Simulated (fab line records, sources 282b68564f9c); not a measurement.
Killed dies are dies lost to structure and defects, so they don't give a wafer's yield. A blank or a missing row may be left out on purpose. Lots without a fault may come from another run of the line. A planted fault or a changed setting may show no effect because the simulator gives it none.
One fault seen from 2 desks | flow rit_cmos | each desk has only its own numbers; what lay behind them comes last

THE TOOL OWNER'S DESK: implanter-04
The tool's own readings at RIT_NLDD_IMPLANT_08: means of the sampled wafers that have a number, for each lot that ran on this tool. A lot is out of limits, marked OUT, if its mean lies more than 4 standard deviations from the usual mean; the brackets give that distance.
Columns: A = beam_energy_keV at RIT_NLDD_IMPLANT_08, usual 20.000
lot  | first seen here | A
L548 | day 3 00:19     | 20.008
L556 | day 4 18:27     | 16.918 (-99 or more) OUT
L558 | day 5 00:03     | 16.919 (-99 or more) OUT
This desk's finding: out of limits on L556, L558; first on L556, day 4 18:27 (beam_energy_keV at RIT_NLDD_IMPLANT_08). In limits: L548.

THE METROLOGY DESK
What the gauges read, lot by lot, whatever tool the lot ran on: means of the sampled wafers that have a number. A lot is out of limits, marked OUT, if its mean lies more than 4 standard deviations from the usual mean; the brackets give that distance.
Columns: A = NLDD_TW at RIT_NLDD_TW_MEAS_10, usual 2497; B = NLDD_RS at RIT_SDANNEAL_RS_MEAS_07, usual 151.6 ohm/sq
lot  | first seen here | A               | B
L548 | day 3 00:38     | 2468            | 150.9
L549 | day 3 00:54     | 2493            | 150.9
L550 | day 3 08:55     | 2522            | 151.2
L551 | day 3 11:26     | 2481            | 151.7
L555 | day 4 11:04     | 2477            | 151.3
L556 | day 4 18:44     | 2384 (-6.3) OUT | 154.3 (+5.5) OUT
L558 | day 5 00:22     | 2400 (-5.4) OUT | 154.5 (+5.9) OUT
L560 | day 5 12:01     | 2504            | 151.9
L564 | day 6 05:20     | 2496            | 150.9
L565 | day 6 10:42     | 2516            | 151.8
L568 | day 7 04:07     | 2496            | 152.0
L570 | day 7 23:36     | 2517            | 151.3
L571 | day 8 04:25     | 2515            | 152.6
This desk's finding: out of limits on L556, L558; first on L556, day 4 18:44 (NLDD_TW at RIT_NLDD_TW_MEAS_10). In limits: L548, L549, L550, L551, L555, L560, L564, L565, L568, L570, L571.

PUT TOGETHER
The tool owner's desk could have raised an alarm at day 4 18:27, on L556, L558.
The metrology desk could have raised an alarm at day 4 18:44, on L556, L558.
Of the lots named, all ran RIT_NLDD_IMPLANT_08 on implanter-04.

WHAT THE SIMULATOR HAD PUT IN
Process parameter drift: implanter-04, from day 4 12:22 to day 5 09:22, at RIT_NLDD_IMPLANT_08. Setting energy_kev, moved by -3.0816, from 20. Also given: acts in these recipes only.
Lots struck among those shown: L556, L558.
Hours from the fault's start to each desk's first reading out of limits: the tool owner's desk, 6; the metrology desk, 6.
